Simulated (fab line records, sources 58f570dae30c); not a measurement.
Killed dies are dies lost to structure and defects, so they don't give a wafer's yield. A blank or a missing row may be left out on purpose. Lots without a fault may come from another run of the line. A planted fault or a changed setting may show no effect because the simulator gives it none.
Which tool did it? | flow berkeley_cmos170 | 7 lots, 21 wafers sampled, at 2 steps of a route of 331

WHAT THE GAUGES READ, wafer by wafer
UCB170_NVT_OVL_MEAS_06.
lot  | measured     | on         | NVT_OVL (nm)
L690 | day 7 05:29  | overlay-01 | 1 1 -4
L693 | day 7 05:26  | overlay-02 | 0 6 7
L697 | day 8 15:26  | overlay-01 | 3 5 4
L704 | day 9 18:10  | overlay-01 | 2 -2 -1
L706 | day 10 02:20 | overlay-01 | 1 5 11
L709 | day 11 06:38 | overlay-01 | 11 14 7
L711 | day 11 12:52 | overlay-01 | -1 -8 -3

WHICH TOOL RAN EACH LOT (tool, then ch and the chambers of the sampled wafers, then the start)
lot  | UCB170_PFIELD_STRIP_08
L690 | plasma_asher-04 ch 0,1, day 5 11:24
L693 | plasma_asher-02 ch 0,1, day 5 17:49
L697 | plasma_asher-02 ch 0,1, day 7 00:35
L704 | plasma_asher-02 ch 0,1, day 8 02:20
L706 | plasma_asher-03 ch 0,1, day 8 11:26
L709 | plasma_asher-04 ch 0, day 9 10:49
L711 | plasma_asher-03 ch 0,1, day 9 18:52
- UCB170_PFIELD_STRIP_08: strips in O2.

THE ANSWER, worked out from the rows above alone
Rule: what is usual is taken from the lots themselves. Put in order of their means at a reading, lots are off if they are a third of the lots or fewer, leave a main group of 4 or more, and stand apart from it by a gap of 3 or more times the standard deviation of the main group's means; of several such gaps the widest counts. A main group whose means are all the same, to the digits that the tables above print for the reading, isn't used. A lot without any number at a reading at which 4 lots or more have one is off too. The other lots that the step has rows for count as sound.
No lot is off at any reading shown: from this, nothing can be told.

WHAT THE SIMULATOR HAD PUT IN
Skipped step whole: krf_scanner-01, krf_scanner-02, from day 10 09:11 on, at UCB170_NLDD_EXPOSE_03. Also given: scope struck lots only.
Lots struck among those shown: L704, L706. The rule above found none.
